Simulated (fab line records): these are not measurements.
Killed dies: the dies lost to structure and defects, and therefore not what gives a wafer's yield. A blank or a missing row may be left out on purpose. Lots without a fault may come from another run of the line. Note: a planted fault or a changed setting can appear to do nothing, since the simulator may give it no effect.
Check for tools in common | flow rit cmos | 12 lots and 36 wafers in the sample

WHAT PROMPTED THE OPENING
At RIT_PWELL_TW_MEAS_10 the reading PWELL_TW is flagged on 4 of 12 lots. Fault-free wafers read 953, with a standard deviation of 9.5.
Rule: a lot is flagged in two cases, either no wafer of it has a number, or all its wafers with numbers fall more than 4 standard deviations from that mean. The other lots count as sound.

lot  | measured    | on            | PWELL_TW, wafer by wafer | flag
L850 | day 2 01:21 | film metro-02 | 945 952 949              |
L851 | day 2 05:07 | film metro-02 | 945 945 946              |
L852 | day 2 10:04 | film metro-04 | 962 964 960              |
L853 | day 2 15:10 | film metro-02 | 945 944 941              |
L854 | day 2 19:00 | film metro-04 | 966 968 965              |
L855 | day 3 03:42 | film metro-04 | 968 970 966              |
L856 | day 3 06:34 | film metro-04 | 961 966 969              |
L857 | day 3 12:30 | film metro-01 | 950 945 947              |
L860 | day 4 01:37 | film metro-02 | 1874 1876 1870           | FLAGGED
L861 | day 4 06:41 | film metro-02 | 1879 1866 1868           | FLAGGED
L862 | day 4 15:01 | film metro-04 | 1903 1896 1897           | FLAGGED
L863 | day 4 18:49 | film metro-02 | 1872 1863 1882           | FLAGGED
On average the flagged lots' numbers are 1879, which is +926 against the usual, or +97 standard deviations.

TOOL THAT RAN EACH LOT
The record keeps 1 process step preceding the reading, out of 202 steps on the route. Every cell lists first the tool, next ch and the chambers used by the sampled wafers, and last the start.
lot  | flag    | RIT_PWELL_IMPLANT_08
L850 |         | implanter-01 ch 0, day 2 01:02
L851 |         | implanter-01 ch 0, day 2 04:48
L852 |         | implanter-04 ch 0, day 2 09:47
L853 |         | implanter-03 ch 0, day 2 14:50
L854 |         | implanter-04 ch 0, day 2 18:41
L855 |         | implanter-03 ch 0, day 3 03:25
L856 |         | implanter-04 ch 0, day 3 06:14
L857 |         | implanter-03 ch 0, day 3 12:11
L860 | FLAGGED | implanter-04 ch 0, day 4 01:18
L861 | FLAGGED | implanter-01 ch 0, day 4 06:21
L862 | FLAGGED | implanter-04 ch 0, day 4 14:43
L863 | FLAGGED | implanter-01 ch 0, day 4 18:29
What is done by these steps:
- RIT_PWELL_IMPLANT_08
- RIT_PWELL_TW_MEAS_10

FLAGGED AGAINST TOTAL, ONE TOOL AT A TIME (gauges that did the reading follow at the end)
step                 | tool          | lots run | flagged | share of the flagged lots | sound lots run after its first flagged lot
RIT_PWELL_IMPLANT_08 | implanter-01  | 4        | 2       | some                      | 0
RIT_PWELL_IMPLANT_08 | implanter-03  | 3        | 0       | none                      | -
RIT_PWELL_IMPLANT_08 | implanter-04  | 5        | 2       | some                      | 0
RIT_PWELL_TW_MEAS_10 | film metro-01 | 1        | 0       | none                      | -
RIT_PWELL_TW_MEAS_10 | film metro-02 | 6        | 3       | some                      | 0
RIT_PWELL_TW_MEAS_10 | film metro-04 | 5        | 1       | some                      | 0

WHAT THE TABLE ALLOWS
No row of the table ran every flagged lot.

WHAT THE SIMULATOR HAD INSERTED
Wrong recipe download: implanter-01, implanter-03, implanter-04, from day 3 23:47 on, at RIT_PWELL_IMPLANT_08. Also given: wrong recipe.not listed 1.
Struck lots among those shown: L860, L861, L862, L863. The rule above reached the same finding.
